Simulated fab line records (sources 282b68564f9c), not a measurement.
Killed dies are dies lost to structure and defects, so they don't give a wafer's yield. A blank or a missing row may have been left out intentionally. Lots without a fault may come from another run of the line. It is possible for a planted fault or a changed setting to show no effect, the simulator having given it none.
One fault seen from 2 desks / flow rit cmos / every desk sees just its own numbers, and what lay behind them comes last

== THE METROLOGY DESK ==
Means of the sampled wafers that have a number, per lot and without regard to the tool the lot ran on: this is what the gauges read. If a lot's mean is further than 4 standard deviations from the usual mean, the lot is out of limits and carries the mark OUT (the distance appears in the brackets).
Columns: A = CONTACT_TEOS_THK at RIT_CONTACT_THK_MEAS_01, usual 400 nm; B = cd nm at RIT_CONTACT_CD_MEAS_08, usual 999.8 nm; C = CONTACT_OVL at RIT_CONTACT_OVL_MEAS_09, usual -0.7 nm
lot=L123; first seen here=day 4 05:40; A=399; B=1003.4; C=-0.3
lot=L124; first seen here=day 4 10:49; A=401; B=1001.4; C=-0.9
lot=L132; first seen here=day 5 21:59; A=410; B=999.6; C=-2.6
lot=L140; first seen here=day 7 17:53; A=397; B=998.6; C=0.4
lot=L141; first seen here=day 8 00:40; A=400; B=998.3; C=-3.0
This desk found nothing out of limits on any of the 5 lots.

== FOR THE TOOL OWNER'S DESK: rie diel-01 ==
The tool's own readings at RIT_CONTACT_ETCH_11 (etches SiO2 in CHF3/CF4/Ar, stops on TiSi2, target depth 480 nm, time 326.9 s): means of the sampled wafers that have a number, for each lot that ran on this tool. If a lot's mean is further than 4 standard deviations from the usual mean, the lot is out of limits and carries the mark OUT (the distance appears in the brackets).
Columns: A = drypump motor current A at RIT_CONTACT_ETCH_11, usual 5.9 A; B = oes product au at RIT_CONTACT_ETCH_11, usual 0.990 a.u.; C = throttle valve pct at RIT_CONTACT_ETCH_11, usual 8.83 %
lot=L124; first seen here=day 4 12:15; A=5.7; B=0.985; C=8.66
lot=L132; first seen here=day 5 23:31; A=6.1; B=1.013; C=8.85
This desk found nothing out of limits on any of the 2 lots.

== TAKEN TOGETHER ==
Metrology desk: nothing out of limits seen.
Nothing out of limits was seen by the tool owner's desk.

== WHAT THE SIMULATOR PUT IN ==
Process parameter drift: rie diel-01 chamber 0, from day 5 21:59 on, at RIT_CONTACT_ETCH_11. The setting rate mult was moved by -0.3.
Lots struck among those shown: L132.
